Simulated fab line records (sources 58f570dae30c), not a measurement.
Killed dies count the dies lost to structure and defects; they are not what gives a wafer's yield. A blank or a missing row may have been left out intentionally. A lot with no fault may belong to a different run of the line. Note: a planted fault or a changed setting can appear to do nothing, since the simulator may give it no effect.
Chamber matching || flow berkeley_cmos170 || UCB170_V1_CVD_00 on pecvd-04: 3 sister chambers
The step deposits SiO2 from TEOS/O2, target thk 2000 nm, time 250 s. 6 wafers are shown with their chamber, then 7 later ones without.

WAFERS WITH THEIR CHAMBER
{"wafer": "L581.6", "chamber": 2, "heater_power_w (W)": 217, "susceptor_temp_C (C)": 389.99}
{"wafer": "L584.1", "chamber": 2, "heater_power_w (W)": 261, "susceptor_temp_C (C)": 390.21}
{"wafer": "L584.4", "chamber": 1, "heater_power_w (W)": 345, "susceptor_temp_C (C)": 390.48}
{"wafer": "L584.6", "chamber": 0, "heater_power_w (W)": 197, "susceptor_temp_C (C)": 389.89}
{"wafer": "L592.2", "chamber": 1, "heater_power_w (W)": 270, "susceptor_temp_C (C)": 390.43}
{"wafer": "L592.4", "chamber": 0, "heater_power_w (W)": 199, "susceptor_temp_C (C)": 390.09}

WAFERS WITH NO CHAMBER GIVEN
{"wafer": "L592.6", "heater_power_w (W)": 353, "susceptor_temp_C (C)": 389.89}
{"wafer": "L593.1", "heater_power_w (W)": 270, "susceptor_temp_C (C)": 390.03}
{"wafer": "L593.2", "heater_power_w (W)": 212, "susceptor_temp_C (C)": 389.56}
{"wafer": "L593.4", "heater_power_w (W)": 271, "susceptor_temp_C (C)": 389.53}
{"wafer": "L595.3", "heater_power_w (W)": 207, "susceptor_temp_C (C)": 389.97}
{"wafer": "L595.4", "heater_power_w (W)": 215, "susceptor_temp_C (C)": 390.29}
{"wafer": "L595.6", "heater_power_w (W)": 274, "susceptor_temp_C (C)": 390.26}

CHAMBER TAKEN BY EACH
{"wafer": "L592.6", "from the rows above": "can't be placed: 2 or 0 or 1", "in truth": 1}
{"wafer": "L593.1", "from the rows above": "can't be placed: 2 or 0", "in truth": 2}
{"wafer": "L593.2", "from the rows above": "can't be placed: 0 or 2", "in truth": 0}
{"wafer": "L593.4", "from the rows above": "can't be placed: 0 or 2", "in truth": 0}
{"wafer": "L595.3", "from the rows above": "can't be placed: 0 or 2", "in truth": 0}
{"wafer": "L595.4", "from the rows above": "can't be placed: 2 or 0 or 1", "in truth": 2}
{"wafer": "L595.6", "from the rows above": "can't be placed: 2 or 1 or 0", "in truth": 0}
0 of 7 placed correctly. From these rows, 7 cannot be placed; in 7 the true chamber is one of the candidates. Number placed wrongly: 0.
How it was worked out, from the rows above alone: a wafer's distance from a chamber is the root of the sum, over the readings, of the square of ((its reading less the chamber's mean) divided by the reading's scatter). The wafer belongs to the nearest chamber; if the next one is less than 2 further off, it can't be placed. The mean given for a chamber averages the wafers shown for that chamber. The scatter is the square root of a quotient: the sum, over the shown wafers, of each reading's squared deviation from its chamber's mean, divided by wafers minus chambers.
